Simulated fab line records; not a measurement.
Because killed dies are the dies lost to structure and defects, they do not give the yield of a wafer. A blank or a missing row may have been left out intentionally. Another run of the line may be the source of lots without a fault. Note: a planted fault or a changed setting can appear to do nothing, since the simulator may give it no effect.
Chamber matching / flow berkeley_cmos170 / UCB170_GATE_CLEAN_17 on wet_bench-03: 3 sister chambers
The step cleans in SPM, time 600 s. 3 wafers are shown with their chamber, then 2 later ones without.

WAFERS PAIRED WITH THEIR CHAMBERS
wafer=L829.3; chamber=0; bath_heat_duty_pct (%)=13.1
wafer=L844.5; chamber=2; bath_heat_duty_pct (%)=11.6
wafer=L847.1; chamber=1; bath_heat_duty_pct (%)=16.4

WAFERS WITH NO CHAMBER GIVEN
wafer=L847.3; bath_heat_duty_pct (%)=14.1
wafer=L847.5; bath_heat_duty_pct (%)=14.0

EACH ONE'S CHAMBER
wafer=L847.3; from the rows above=can't be placed: 0 or 1 or 2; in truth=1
wafer=L847.5; from the rows above=can't be placed: 0 or 1 or 2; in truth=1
Placed correctly: 0 of 2. Not placeable from these rows: 2 (in 2, the candidates include the true chamber). Wrongly placed: 0.
How it was worked out, from the rows above alone: a wafer's distance from a chamber is the root of the sum, over the readings, of the square of ((its reading less the chamber's mean) divided by the reading's scatter). If the next closest chamber is less than 2 further off than the closest, the wafer can't be placed; otherwise it belongs to the closest. For every chamber, the mean is computed from those of its wafers that are shown. The scatter (one wafer shown for each chamber): square how far every hidden wafer sits from the nearest shown wafer, average those squares and take the square root.
